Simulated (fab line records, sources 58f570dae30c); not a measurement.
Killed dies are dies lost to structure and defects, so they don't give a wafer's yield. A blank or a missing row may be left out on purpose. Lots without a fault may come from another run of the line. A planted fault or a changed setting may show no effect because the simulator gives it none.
One fault seen from 2 desks | flow berkeley_cmos170 | each desk has only its own numbers; what lay behind them comes last

THE METROLOGY DESK
What the gauges read, lot by lot, whatever tool the lot ran on: means of the sampled wafers that have a number. A lot is out of limits, marked OUT, if its mean lies more than 4 standard deviations from the usual mean; the brackets give that distance.
Columns: A = ACTIVE_OXIDE_THK at UCB170_ACTIVE_THK_MEAS_03, usual 26.3 nm; B = cd_nm at UCB170_M2_CD_MEAS_15, usual 699.9 nm; C = M3_OVL at UCB170_M3_OVL_MEAS_16, usual 0 nm
lot  | first seen here | A    | B                | C
L367 | day 3 10:00     | 25.9 | 699.3            | -3
L369 | day 4 05:04     | 25.9 | 697.5            | 2
L370 | day 4 05:05     | 26.1 | 701.7            | 5
L372 | day 4 16:23     | 26.4 | 700.5            | 3
L373 | day 5 00:15     | 26.6 | 701.5            | 5
L371 | day 5 00:16     | 27.0 | 699.6            | 1
L374 | day 5 11:36     | 26.6 | 701.2            | 5
L376 | day 5 19:34     | 25.5 | 699.6            | 2
L378 | day 6 07:28     | 26.8 | 707.3 (+6.2) OUT | -5
L380 | day 6 13:08     | 26.6 | 711.5 (+9.7) OUT | 5
L382 | day 6 19:59     | 26.3 | 699.8            | -4
L383 | day 7 05:23     | 26.3 | 701.2            | 4
L384 | day 7 13:50     | 25.8 | 700.4            | -0
L388 | day 8 14:26     | 26.6 | 698.1            | 2
This desk's finding: out of limits on L378, L380; first on L378, day 10 12:26 (cd_nm at UCB170_M2_CD_MEAS_15). In limits: L367, L369, L370, L372, L373, L371, L374, L376, L382, L383, L384, L388.

THE TOOL OWNER'S DESK: litho_track-04
The tool's own readings at UCB170_M2_PEB_13: means of the sampled wafers that have a number, for each lot that ran on this tool. A lot is out of limits, marked OUT, if its mean lies more than 4 standard deviations from the usual mean; the brackets give that distance.
Columns: A = heater_power_total_W at UCB170_M2_PEB_13, usual 56.81 W
lot  | first seen here | A
L369 | day 8 01:17     | 56.78
L371 | day 8 17:47     | 56.82
L378 | day 10 12:10    | 59.76 (+60) OUT
L380 | day 10 12:59    | 59.72 (+59) OUT
This desk's finding: out of limits on L378, L380; first on L378, day 10 12:10 (heater_power_total_W at UCB170_M2_PEB_13). In limits: L369, L371.

PUT TOGETHER
The tool owner's desk could have raised an alarm at day 10 12:10, on L378, L380.
The metrology desk could have raised an alarm at day 10 12:26, on L378, L380.
Of the lots named, all ran UCB170_M2_PEB_13 on litho_track-04.

WHAT THE SIMULATOR HAD PUT IN
Process parameter drift: litho_track-04, from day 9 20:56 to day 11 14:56, at UCB170_M2_PEB_13. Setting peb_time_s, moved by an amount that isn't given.
Lots struck among those shown: L378, L380.
Hours from the fault's start to each desk's first reading out of limits: the tool owner's desk, 15; the metrology desk, 16.
